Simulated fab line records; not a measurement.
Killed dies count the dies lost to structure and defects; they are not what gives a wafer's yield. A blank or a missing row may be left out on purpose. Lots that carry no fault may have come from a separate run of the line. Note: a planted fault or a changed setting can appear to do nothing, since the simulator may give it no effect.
Split-lot study | flow rit_cmos | 5 lots, 23 wafers read, on a route of 202 steps

== SPLIT DETAILS ==
At RIT_NSD_IMPLANT_08, the setting dose_cm2 was moved away from the recipe's 1e+15 on 8 of the 23 wafers read, by -3.2% to +7.4%. For the rest of the wafers, this setting stayed at what the recipe calls for.

== FROM THE SPLIT TO THE READING: what the file shows between them, 2 steps ==
- RIT_SDANNEAL_RTA_03: time 5 s (also split here: time_s)
- RIT_SDANNEAL_RS_MEAS_04: measures by four-point-probe

== THE READING ==
At RIT_SDANNEAL_RS_MEAS_05, a four-point-probe measurement gives NSD_RS in ohm/sq. Fault-free wafers of this fab line usually give 84.43 ohm/sq, standard deviation 0.28 ohm/sq.

wafer  | tool, chamber at the split | dose_cm2 as run | against the recipe | NSD_RS, ohm/sq | against lot-mates on the recipe
L075.1 | implanter-02, 0            | 1e+15           | recipe             | 84.67          | -
L075.2 | implanter-02, 0            | 1e+15           | recipe             | 84.72          | -
L075.3 | implanter-02, 0            | 1e+15           | recipe             | 84.68          | -
L077.1 | implanter-02, 0            | 1e+15           | recipe             | 84.05          | -
L077.3 | implanter-02, 0            | 9.742e+14       | -2.6%              | 85.64          | +1.61
L077.4 | implanter-02, 0            | 9.742e+14       | -2.6%              | 86.12          | +2.09
L077.5 | implanter-02, 0            | 9.742e+14       | -2.6%              | 85.92          | +1.89
L077.6 | implanter-02, 0            | 1e+15           | recipe             | 84.01          | -
L078.2 | implanter-02, 0            | 1e+15           | recipe             | 84.88          | -
L078.3 | implanter-02, 0            | 1e+15           | recipe             | 84.59          | -
L078.4 | implanter-02, 0            | 1e+15           | recipe             | 84.30          | -
L078.5 | implanter-02, 0            | 1e+15           | recipe             | 84.50          | -
L078.6 | implanter-02, 0            | 1e+15           | recipe             | 84.69          | -
L080.1 | implanter-01, 0            | 1.074e+15       | +7.4%              | 79.51          | -4.79
L080.2 | implanter-01, 0            | 1e+15           | recipe             | 84.31          | -
L080.3 | implanter-01, 0            | 1.074e+15       | +7.4%              | 79.80          | -4.50
L080.4 | implanter-01, 0            | 1.074e+15       | +7.4%              | 80.05          | -4.25
L080.6 | implanter-01, 0            | 1e+15           | recipe             | 84.29          | -
L084.1 | implanter-02, 0            | 9.684e+14       | -3.2%              | 86.73          | +1.84
L084.3 | implanter-02, 0            | 9.684e+14       | -3.2%              | 86.93          | +2.04
L084.4 | implanter-02, 0            | 1e+15           | recipe             | 84.95          | -
L084.5 | implanter-02, 0            | 1e+15           | recipe             | 84.77          | -
L084.6 | implanter-02, 0            | 1e+15           | recipe             | 84.95          | -

FIT RESULTS
A straight line over all 23 wafers: NSD_RS changes by -0.639 ohm/sq for each +1% of dose_cm2; r = -0.99; the points scatter about the line by 0.31 ohm/sq.
The same after taking each lot's own level away (the mean of its wafers on the recipe; 23 wafers): -0.623 ohm/sq for each +1%; r = -1.00; scatter 0.18 ohm/sq.
That fit puts the effect of the largest move of dose_cm2 on the reading at 4.6 ohm/sq.
From 84.030 to 84.890 ohm/sq: that is the span of the lots' own levels, equal to 3.1 times the standard deviation above.
So the lot-to-lot level changes the slope little: the two slopes agree.
Check: for one of the wafers moved furthest among these (+7.4%), held out of the fit, the line's prediction against its lot-mates is -4.48 ohm/sq. Against them it came out at -4.79 ohm/sq.

== THE OTHER SPLITS THESE WAFERS WENT THROUGH ==
Note: prior to the reading, these wafers also went through further splits. Each is held against what the fit with the lots' levels taken away leaves over:
other split on the same wafers  | wafers away from the commonest value | r with NSD_RS (lot level and that fit taken away)
RIT_PRETRO_IMPLANT_08 dose_cm2  | 6                                    | -0.35
RIT_GATE_CVD_08 temp_c          | 18                                   | +0.24
RIT_GATE_DEVELOP_15 dev_temp_c  | 7                                    | +0.33
RIT_REOX_OXIDATION_03 ox_time_s | 15                                   | +0.26
RIT_NLDD_COAT_01 spin_rpm       | 7                                    | -0.05
RIT_PLDD_IMPLANT_08 dose_cm2    | 11                                   | +0.08
RIT_SDANNEAL_RTA_03 time_s      | 7                                    | -0.28

== FILE'S OWN FIT ==
NSD_RS changes by -0.621 ohm/sq for each +1% of dose_cm2, r = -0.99.
